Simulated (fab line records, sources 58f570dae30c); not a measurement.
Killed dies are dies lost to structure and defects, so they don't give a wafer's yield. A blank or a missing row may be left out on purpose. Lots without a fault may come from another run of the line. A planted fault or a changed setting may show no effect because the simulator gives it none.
Which tool did it? | flow berkeley_cmos170 | 7 lots, 21 wafers sampled, at 4 steps of a route of 331

WHAT THE GAUGES READ, wafer by wafer
UCB170_M3_CD_MEAS_15: target cd 700 nm.
lot  | measured     | on        | cd_nm (nm)
L291 | day 7 23:47  | cd_sem-02 | 700.9 699.8 701.0
L294 | day 8 15:57  | cd_sem-01 | 701.4 701.9 701.1
L296 | day 9 01:33  | cd_sem-01 | 699.6 700.0 701.2
L299 | day 9 21:07  | cd_sem-02 | 698.6 699.6 697.8
L300 | day 10 00:37 | cd_sem-02 | 701.9 703.4 702.2
L307 | day 11 20:36 | cd_sem-01 | 703.8 704.3 703.5
L312 | day 12 11:11 | cd_sem-01 | 700.3 699.0 700.3

WHICH TOOL RAN EACH LOT (tool, then ch and the chambers of the sampled wafers, then the start)
lot  | UCB170_V1_ETCH_14                  | UCB170_V1_STRIP_15                   | UCB170_M3_PEB_13
L291 | rie_diel-03 ch 0,1,2, day 7 14:28  | plasma_asher-01 ch 0,1, day 7 14:38  | litho_track-04 ch 0, day 7 23:31
L294 | rie_diel-02 ch 0,1,3, day 8 07:43  | plasma_asher-03 ch 0,1, day 8 07:54  | litho_track-01 ch 0, day 8 15:41
L296 | rie_diel-02 ch 0,1,2, day 8 15:47  | plasma_asher-04 ch 0,1, day 8 15:58  | litho_track-03 ch 0, day 9 01:16
L299 | rie_diel-02 ch 1,2,3, day 9 12:01  | plasma_asher-01 ch 0,1, day 9 12:11  | litho_track-03 ch 0, day 9 20:50
L300 | rie_diel-02 ch 2,3, day 9 15:13    | plasma_asher-03 ch 0,1, day 9 15:23  | litho_track-04 ch 0, day 10 00:20
L307 | rie_diel-01 ch 0,1,2, day 11 10:28 | plasma_asher-01 ch 0,1, day 11 10:35 | litho_track-04 ch 0, day 11 20:20
L312 | rie_diel-03 ch 0,1,2, day 11 23:09 | plasma_asher-01 ch 0,1, day 11 23:20 | litho_track-01 ch 0, day 12 10:54
- UCB170_V1_ETCH_14: etches SiO2 in CHF3/CF4/Ar, stops on Al, target depth 1250 nm, time 291 s.
- UCB170_V1_STRIP_15: strips in O2.
- UCB170_M3_PEB_13

THE ANSWER, worked out from the rows above alone
Rule: what is usual is taken from the lots themselves. Put in order of their means at a reading, lots are off if they are a third of the lots or fewer, leave a main group of 4 or more, and stand apart from it by a gap of 3 or more times the standard deviation of the main group's means; of several such gaps the widest counts. A main group whose means are all the same, to the digits that the tables above print for the reading, isn't used. A lot without any number at a reading at which 4 lots or more have one is off too. The other lots that the step has rows for count as sound.
No lot is off at any reading shown: from this, nothing can be told.

WHAT THE SIMULATOR HAD PUT IN
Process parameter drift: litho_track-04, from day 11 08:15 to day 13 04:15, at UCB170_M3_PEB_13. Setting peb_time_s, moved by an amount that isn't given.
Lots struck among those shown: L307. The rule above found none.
